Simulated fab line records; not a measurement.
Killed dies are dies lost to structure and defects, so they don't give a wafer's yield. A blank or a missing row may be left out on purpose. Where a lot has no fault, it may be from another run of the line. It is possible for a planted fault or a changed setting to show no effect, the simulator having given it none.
Problem report, 8D (eight disciplines) form, completed by code :: flow berkeley_cmos170 :: the parts of the form that need people (team, actions taken, sign-off) are left out

1. THE ISSUE
NSD_TW at UCB170_NSD_TW_MEAS_10 reads a mean of 30 on 3 wafers of 1 lot; wafers without a fault read 4162 with a standard deviation of 56. That is -74 standard deviations from the usual mean.
First observed at day 10 04:40: wafer L803.1, on film_metro-01. Wafers with a number at this step in the record: 39, from 13 lots. Rule for "out", or "out of limits": more than 4 standard deviations from the usual mean. The rest of the wafers with a number are treated as sound.

2. WHAT IT IS AND WHAT IT IS NOT
question: which readings at this step
is: NSD_TW
is not: -

question: which lots
is: L803
is not: L791, L793, L794, L796, L798, L799, L801, L806, L811, L812, L813, L814

question: which wafers of those lots
is: all that have a number
is not: -

question: read on which gauges
is: film_metro-01
is not: film_metro-02, film_metro-03

question: when
is: from day 10 04:40
is not: up to then (21 sound wafers); but 15 sound wafers of L806, L811, L812, L813, L814 came after

3. WHAT RULES OUT EACH SUSPECT
Counting: a tool stays on the suspect list if, at a process step up to the reading, it processed all lots that are out and no sound lot following the first of them.
- the gauge at UCB170_NSD_TW_MEAS_10 has been ruled out. All the wafers that are out were read on film_metro-01, but those of them that UCB170_PSD_STRIP_09 has rows for are out there too, on other tools.
- rie_diel-04 at UCB170_SPACER_ETCHBACK_03 (etches SiO2 in CHF3/CF4/Ar, stops on Si, target depth 376 nm, time 100 s): kept. It ran the lot that is out, L803 (day 9 23:16), and no sound lot after that; its last sound lot up to then is L801 (day 9 17:06).
- plasma_asher-01 at UCB170_PSD_STRIP_09 (strips in O2): ruled out as a lasting fault. After its first lot that is out, L803 (day 10 01:35), sound lots L813 ran on it.
- plasma_asher-01 at UCB170_NSD_STRIP_09 (strips in O2): kept. It ran the lot that is out, L803 (day 10 04:34), and no sound lot after that; its last sound lot up to then is L801 (day 9 20:53). Its own oes_product_au, strip_time_to_endpoint_s readings are out on those wafers.
What counting leaves: rie_diel-04 at UCB170_SPACER_ETCHBACK_03 and plasma_asher-01 at UCB170_NSD_STRIP_09.

4. THE CAUSE (what the simulator had put in)
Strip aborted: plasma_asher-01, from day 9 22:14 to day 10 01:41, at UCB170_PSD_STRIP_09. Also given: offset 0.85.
This tool is one of the 2 suspects left after counting.

5. SEQUENCE OF EFFECTS, ordered by route
Each row: a reading whose mean over the struck wafers that have a number lies more than 3 standard deviations from the usual. Scope: only readings with a usual standard deviation given in the record; hours: median across lots of the time from each lot's start at the first step in this table that gives one to its start at this step; sigmas: change in usual standard deviations.
hours: 0
step: UCB170_PSD_STRIP_09
reading: oes_product_au
usual: 0.600 a.u.
on struck wafers: 0.434
change: -0.166
sigmas: -35

hours: 3
step: UCB170_NSD_STRIP_09
reading: oes_product_au
usual: 0.534 a.u.
on struck wafers: 0.610
change: +0.076
sigmas: +17

hours: 3
step: UCB170_NSD_STRIP_09
reading: strip_time_to_endpoint_s
usual: 35.83 s
on struck wafers: 56.31
change: +20.48
sigmas: +99 or more

hours: 3
step: UCB170_NSD_TW_MEAS_10
reading: NSD_TW
usual: 4162
on struck wafers: 30
change: -4132
sigmas: -74
Process steps it contains:
- UCB170_PSD_STRIP_09: strips in O2.
- UCB170_NSD_STRIP_09: strips in O2.
Readings that are blank on the struck wafers while sound wafers have them: strip_time_to_endpoint_s at UCB170_PSD_STRIP_09.

6. WHAT WOULD HAVE CAUGHT IT SOONER
The first out-of-limits reading at a measuring or inspecting step in this record came at day 10 04:40, 6 hours after the fault's start at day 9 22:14.
At UCB170_PSD_STRIP_09, the tool's own readings (oes_product_au) were out on each struck wafer the step has a row for, so an alarm limit on them would have fired on the first such wafer.
